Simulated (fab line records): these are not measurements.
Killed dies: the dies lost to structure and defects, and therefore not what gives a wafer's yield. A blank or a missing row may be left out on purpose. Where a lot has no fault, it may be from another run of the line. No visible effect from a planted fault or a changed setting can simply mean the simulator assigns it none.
The tool behind it: which one? || flow berkeley_cmos170 || Sampling: 7 lots, 21 wafers, 2 of 331 route steps

== WHAT EACH GAUGE READ, for each wafer ==
UCB170_NVT_TW_MEAS_09.
{"lot": "L997", "measured": "day 6 19:13", "on": "film_metro-02", "NVT_TW": "527 527 528"}
{"lot": "L999", "measured": "day 7 01:52", "on": "film_metro-01", "NVT_TW": "528 533 529"}
{"lot": "L103", "measured": "day 7 21:25", "on": "film_metro-01", "NVT_TW": "530 532 531"}
{"lot": "L105", "measured": "day 8 04:11", "on": "film_metro-02", "NVT_TW": "489 488 490"}
{"lot": "L107", "measured": "day 8 04:44", "on": "film_metro-02", "NVT_TW": "488 488 488"}
{"lot": "L112", "measured": "day 9 13:52", "on": "film_metro-01", "NVT_TW": "525 525 527"}
{"lot": "L117", "measured": "day 10 14:06", "on": "film_metro-02", "NVT_TW": "530 529 534"}

== TOOL THAT RAN EACH LOT (tool first, then ch and the chambers of the sampled wafers, then the start) ==
{"lot": "L997", "UCB170_NVT_IMPLANT_07": "implanter-03 ch 0, day 6 18:59"}
{"lot": "L999", "UCB170_NVT_IMPLANT_07": "implanter-03 ch 0, day 7 01:37"}
{"lot": "L103", "UCB170_NVT_IMPLANT_07": "implanter-04 ch 0, day 7 21:13"}
{"lot": "L105", "UCB170_NVT_IMPLANT_07": "implanter-02 ch 0, day 8 03:56"}
{"lot": "L107", "UCB170_NVT_IMPLANT_07": "implanter-02 ch 0, day 8 04:32"}
{"lot": "L112", "UCB170_NVT_IMPLANT_07": "implanter-03 ch 0, day 9 13:38"}
{"lot": "L117", "UCB170_NVT_IMPLANT_07": "implanter-03 ch 0, day 10 13:51"}
- UCB170_NVT_IMPLANT_07

== THE ANSWER, worked out from the rows above alone ==
Rule: what is usual is taken from the lots themselves. The widest of any qualifying gaps counts: lots, ordered by their means at a reading, are off when they make up no more than a third of the lots, leave a main group of 4 or more, and stand apart from it by 3 or more times the standard deviation of that group's means. A main group whose means are all the same, to the digits that the tables above print for the reading, isn't used. A lot without any number at a reading at which 4 lots or more have one is off too. Any other lot the step has rows for is counted as sound.
Off: L105, L107, at UCB170_NVT_TW_MEAS_09 (NVT_TW). Mean 529 and standard deviation 2.1 in the main group.
A tool fits if, at a process step before that reading, it ran every lot that is off, and no sound lot after the first of them. Those tools and the gauges at UCB170_NVT_TW_MEAS_09 are tried in the same way. One candidate fits, namely implanter-02 at UCB170_NVT_IMPLANT_07. It ran no sound lot before its first lot that is off in this sample, so the start can't be narrowed down.

== WHAT THE SIMULATOR HAD PUT IN ==
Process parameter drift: implanter-02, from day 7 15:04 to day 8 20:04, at UCB170_NVT_IMPLANT_07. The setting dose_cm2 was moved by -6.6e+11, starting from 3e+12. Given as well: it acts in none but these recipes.
Lots struck among those shown: L105, L107. Same finding as the rule above.
